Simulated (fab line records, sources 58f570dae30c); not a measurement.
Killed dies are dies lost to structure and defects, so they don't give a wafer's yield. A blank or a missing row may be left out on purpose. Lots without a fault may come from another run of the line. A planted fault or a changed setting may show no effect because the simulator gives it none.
One fault seen from 2 desks | flow berkeley_cmos170 | each desk has only its own numbers; what lay behind them comes last

THE METROLOGY DESK
What the gauges read, lot by lot, whatever tool the lot ran on: means of the sampled wafers that have a number. A lot is out of limits, marked OUT, if its mean lies more than 4 standard deviations from the usual mean; the brackets give that distance.
Columns: A = cd_nm at UCB170_M1_CD_MEAS_90, usual 699.1 nm; B = V1_BOW at UCB170_V1_BOW_MEAS_03, usual 18 um; C = V2_BOW at UCB170_V2_BOW_MEAS_03, usual 36 um
lot  | first seen here | A     | B  | C
L324 | day 8 01:59     | 698.3 | 21 | 40
L328 | day 8 08:29     | 701.6 | 5  | 23
L326 | day 8 11:20     | 701.2 | 16 | 30
L331 | day 9 09:04     | 697.4 | 26 | 45
L329 | day 9 10:13     | 701.0 | 12 | 28
L330 | day 9 10:21     | 698.2 | 15 | 36
L332 | day 9 20:41     | 700.5 | 12 | 35
L336 | day 11 04:58    | 700.9 | 13 | 37
L343 | day 11 22:43    | 699.1 | 15 | 35
L340 | day 12 02:44    | 699.4 | 27 | 47
L345 | day 12 11:14    | 696.9 | 24 | 39
L342 | day 12 11:37    | 699.8 | 18 | 34
L341 | day 12 11:55    | 698.4 | 13 | 30
L347 | day 12 23:34    | 700.7 | 21 | 39
This desk's finding: nothing out of limits on any of the 14 lots.

THE TOOL OWNER'S DESK: rie_metal-01
The tool's own readings at UCB170_M1_METAL_ETCH_12 (etches Al in Cl2/BCl3, stops on PSG, target depth 780 nm, time 130 s): means of the sampled wafers that have a number, for each lot that ran on this tool. A lot is out of limits, marked OUT, if its mean lies more than 4 standard deviations from the usual mean; the brackets give that distance.
Columns: A = drypump_motor_current_A at UCB170_M1_METAL_ETCH_12, usual 5.6 A; B = oes_product_au at UCB170_M1_METAL_ETCH_12, usual 0.858 a.u.; C = throttle_valve_pct at UCB170_M1_METAL_ETCH_12, usual 24.48 %
lot  | first seen here | A   | B     | C
L328 | day 8 08:16     | 5.2 | 0.852 | 24.62
L326 | day 8 11:07     | 5.5 | 0.844 | 24.64
L329 | day 9 09:59     | 5.2 | 0.854 | 24.62
L332 | day 9 20:23     | 5.0 | 0.845 | 24.60
L336 | day 11 04:43    | 5.2 | 0.851 | 24.62
L341 | day 12 11:41    | 5.5 | 0.849 | 24.63
This desk's finding: nothing out of limits on any of the 6 lots.

PUT TOGETHER
The metrology desk saw nothing out of limits.
The tool owner's desk saw nothing out of limits.

WHAT THE SIMULATOR HAD PUT IN
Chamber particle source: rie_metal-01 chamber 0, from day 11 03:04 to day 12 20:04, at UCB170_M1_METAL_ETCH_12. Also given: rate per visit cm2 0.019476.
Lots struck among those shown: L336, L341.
